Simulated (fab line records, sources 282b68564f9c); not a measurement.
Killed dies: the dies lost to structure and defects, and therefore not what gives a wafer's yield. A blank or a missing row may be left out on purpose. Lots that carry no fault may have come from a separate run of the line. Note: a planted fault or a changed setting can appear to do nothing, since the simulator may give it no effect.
A lot that was struck, set against a sound lot + flow rit_cmos + 15 steps out of a route of 202
Sound: these wafers, L988.2, L988.3, L988.4. Wafers struck: L102.1, L102.4, L102.6. The cause comes at the end.
At each step with rows: each side's tool, then ch and its chambers, then its first start. Under that, the readings that differ: sound wafers + struck wafers + difference of the means + sigmas: that difference in standard deviations of wafers without a fault.
alike: same words and numbers on both sides, and readings whose means sit less than 2 such deviations apart. not compared: any withheld reading, any reading some wafer has no value for, any bound like >300 that may hide the same value, and any number with overlapping values for which the record gives no deviation.
Wherever a step has rows on one side only, a row that says differs or no value, or a row with sigmas, the two part there. Non-overlapping numbers with no deviation appear without sigmas and do not part them. A reading missing from all wafers of one side parts the sides only when that side holds two or more wafers.

RIT_ACTIVE_THK_MEAS_02:
  sound: film_metro-02 at day 1 12:04; struck: film_metro-03 at day 4 10:03
| reading               | sound          | struck         | difference | sigmas |
|-----------------------|----------------|----------------|------------|--------|
| ACTIVE_OXIDE_THK (nm) | 46.4 45.6 45.6 | 47.6 47.9 48.2 | +2.0       | +3     |
then, 1 step without rows for these wafers: RIT_ACTIVE_CVD_03 (deposits Si3N4 from SiH2Cl2/NH3, target thk 150 nm, time 1500 s).
RIT_ACTIVE_THK_MEAS_04:
  sound: film_metro-03 at day 1 14:15; struck: film_metro-03 at day 4 11:32
  alike: ACTIVE_NITRIDE_THK
then, 6 steps without rows for these wafers: RIT_ACTIVE_HMDS_05 (prime time 60 s); RIT_ACTIVE_COAT_06 (resist thk 1000 nm); RIT_ACTIVE_SOFTBAKE_07 (time 60 s); RIT_ACTIVE_EXPOSE_08 (exposes mask M1, target cd 1400 nm); RIT_ACTIVE_PEB_09; RIT_ACTIVE_DEVELOP_10 (develop time 50 s).
RIT_ACTIVE_CD_MEAS_11 targets a cd of 1400 nm.
  sound: cd_sem-01 at day 1 15:10; struck: cd_sem-02 at day 4 12:26
  alike: cd_nm
then, 1 step without rows for these wafers: RIT_ACTIVE_HARDBAKE_12 (time 60 s).
RIT_ACTIVE_ETCH_13: etches Si3N4 in SF6, stops on SiO2, time 210 s, target depth 210 nm.
  sound on rie_diel-03 ch 0,1,2, day 1 15:25; struck on rie_diel-04 ch 0,1,3, day 4 12:43
  alike: drypump_motor_current_A, oes_product_au, throttle_valve_pct
  not compared: rf_hours_counter_h
RIT_ACTIVE_STRIP_14: strips in O2, time 180 s.
  sound on plasma_asher-01 ch 0,1, day 1 15:33; struck on plasma_asher-04 ch 0,1, day 4 12:50
| reading                        | sound          | struck         | difference | sigmas      |
|--------------------------------|----------------|----------------|------------|-------------|
| chamber_pressure_mTorr (mTorr) | 3996 3998 3993 | 3196 3192 3202 | -799       | -99 or more |
  alike: drypump_motor_current_A
  not compared: rf_hours_counter_h
RIT_ACTIVE_CD_MEAS_90 targets a cd of 1400 nm.
  sound: cd_sem-02 at day 1 15:45; struck: cd_sem-02 at day 4 13:01
  alike: cd_nm
RIT_M1_PROBE_99:
  sound: prober-01 at day 3 15:34; struck: prober-01 at day 6 09:59
| reading             | sound    | struck | difference | sigmas |
|---------------------|----------|--------|------------|--------|
| killed_at_front_end | 10 10 11 | 2 1 11 | -6         | -2     |
| killed_dies         | 10 10 11 | 2 1 11 | -6         | -2     |
  alike: killed_at_contacts, killed_open, killed_short

## WHERE THEY PART
First at RIT_ACTIVE_THK_MEAS_02; last, within this record, at RIT_M1_PROBE_99.

WHY: what had been put in by the simulator
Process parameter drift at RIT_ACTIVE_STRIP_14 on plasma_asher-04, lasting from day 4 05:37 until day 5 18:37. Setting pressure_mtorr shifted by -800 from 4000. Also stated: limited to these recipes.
